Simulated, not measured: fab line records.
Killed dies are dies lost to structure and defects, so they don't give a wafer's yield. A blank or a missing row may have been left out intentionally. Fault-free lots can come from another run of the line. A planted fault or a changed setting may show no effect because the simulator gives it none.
Matching of chambers ; flow berkeley-cmos170 ; 4 sister chambers for UCB170_CONTACT_ETCH_17 on rie-diel-02
The step etches BARC in N2/H2. 4 wafers are shown with their chamber, then 10 later ones without.

== EACH WAFER AND ITS CHAMBER ==
wafer;chamber;drypump-motor-current-A (A)
L077.6;1;5.62
L085.5;0;6.14
L083.1;3;5.66
L083.4;2;6.11

== WAFERS WITHOUT THEIR CHAMBER ==
wafer;drypump-motor-current-A (A)
L083.5;5.66
L088.1;5.62
L088.2;6.11
L088.3;6.14
L090.2;6.08
L090.5;6.14
L090.6;5.62
L096.1;6.12
L096.3;5.62
L096.5;6.13

== EACH ONE'S CHAMBER ==
wafer;from the rows above;in truth
L083.5;3;3
L088.1;1;1
L088.2;2;2
L088.3;0;0
L090.2;2;2
L090.5;0;0
L090.6;1;1
L096.1;can't be placed: 2 or 0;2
L096.3;1;1
L096.5;can't be placed: 0 or 2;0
Correctly placed: 8 of 10. Unplaceable from these rows: 2, with the true chamber sitting among the candidates in 2. Wrongly placed: 0.
How it was worked out, from the rows above alone: a wafer's distance from a chamber is the root of the sum, over the readings, of the square of ((its reading less the chamber's mean) divided by the reading's scatter). The wafer belongs to the nearest chamber; if the next one is less than 2 further off, it can't be placed. For every chamber, the mean is computed from those of its wafers that are shown. The scatter (one wafer shown for each chamber): square how far every hidden wafer sits from the nearest shown wafer, average those squares and take the square root.
